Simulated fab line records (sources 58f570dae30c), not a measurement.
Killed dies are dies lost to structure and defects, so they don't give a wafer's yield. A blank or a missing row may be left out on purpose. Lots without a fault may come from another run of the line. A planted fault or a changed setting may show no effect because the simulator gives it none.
Which tool was responsible?    flow berkeley-cmos170    21 wafers from 7 lots sampled at 3 of the route's 331 steps

WHAT THE GAUGES SHOWED, per wafer
UCB170_FIELD_THK_MEAS_91.
lot   measured      on             FIELD_OXIDE_LEFT_2_THK (nm)
L107  day 7 09:39   film-metro-02  368 368 370
L111  day 7 15:34   film-metro-04  358 362 360
L117  day 8 22:46   film-metro-04  341 334 342
L123  day 9 19:32   film-metro-03  349 342 358
L124  day 9 19:40   film-metro-02  352 351 333
L126  day 10 13:53  film-metro-02  367 362 364
L127  day 10 13:44  film-metro-04  361 365 353

TOOL THAT RAN EACH LOT (tool first, then ch and the chambers of the sampled wafers, then the start)
lot   UCB170_NWELL_ETCH_13               UCB170_PFIELD_DEVELOP_05
L107  rie-diel-02 ch 1,2,3, day 2 22:22  litho-track-01 ch 0, day 5 19:00
L111  rie-diel-04 ch 2,3, day 3 22:07    litho-track-01 ch 0, day 6 03:00
L117  rie-diel-01 ch 0,2,3, day 4 21:17  litho-track-01, day 7 09:00
L123  rie-diel-04 ch 0,2,3, day 5 22:40  litho-track-03 ch 0, day 8 12:00
L124  rie-diel-02 ch 0,1,2, day 6 09:43  litho-track-01 ch 0, day 8 12:00
L126  rie-diel-04 ch 0,2,3, day 6 20:08  litho-track-03 ch 0, day 9 05:00
L127  rie-diel-02 ch 0,1,3, day 6 20:25  litho-track-03 ch 0, day 9 04:00
- UCB170_NWELL_ETCH_13: etches Si3N4 in CH3F/Ar/O2, stops on SiO2, target depth 246.4 nm, time 154 s.
- UCB170_PFIELD_DEVELOP_05: develop time 45.61 s.

THE ANSWER, worked out from the rows above alone
Rule: what is usual is taken from the lots themselves. The widest of any qualifying gaps counts: lots, ordered by their means at a reading, are off when they make up no more than a third of the lots, leave a main group of 4 or more, and stand apart from it by 3 or more times the standard deviation of that group's means. A main group is skipped when, at the precision printed for the reading in the tables above, its means are all equal. Also off: a lot with no number at a reading for which 4 or more lots have one. Where the step has rows for the other lots, those lots are counted as sound.
None of the lots is off at any reading shown; this tells nothing.

WHAT THE SIMULATOR PUT IN
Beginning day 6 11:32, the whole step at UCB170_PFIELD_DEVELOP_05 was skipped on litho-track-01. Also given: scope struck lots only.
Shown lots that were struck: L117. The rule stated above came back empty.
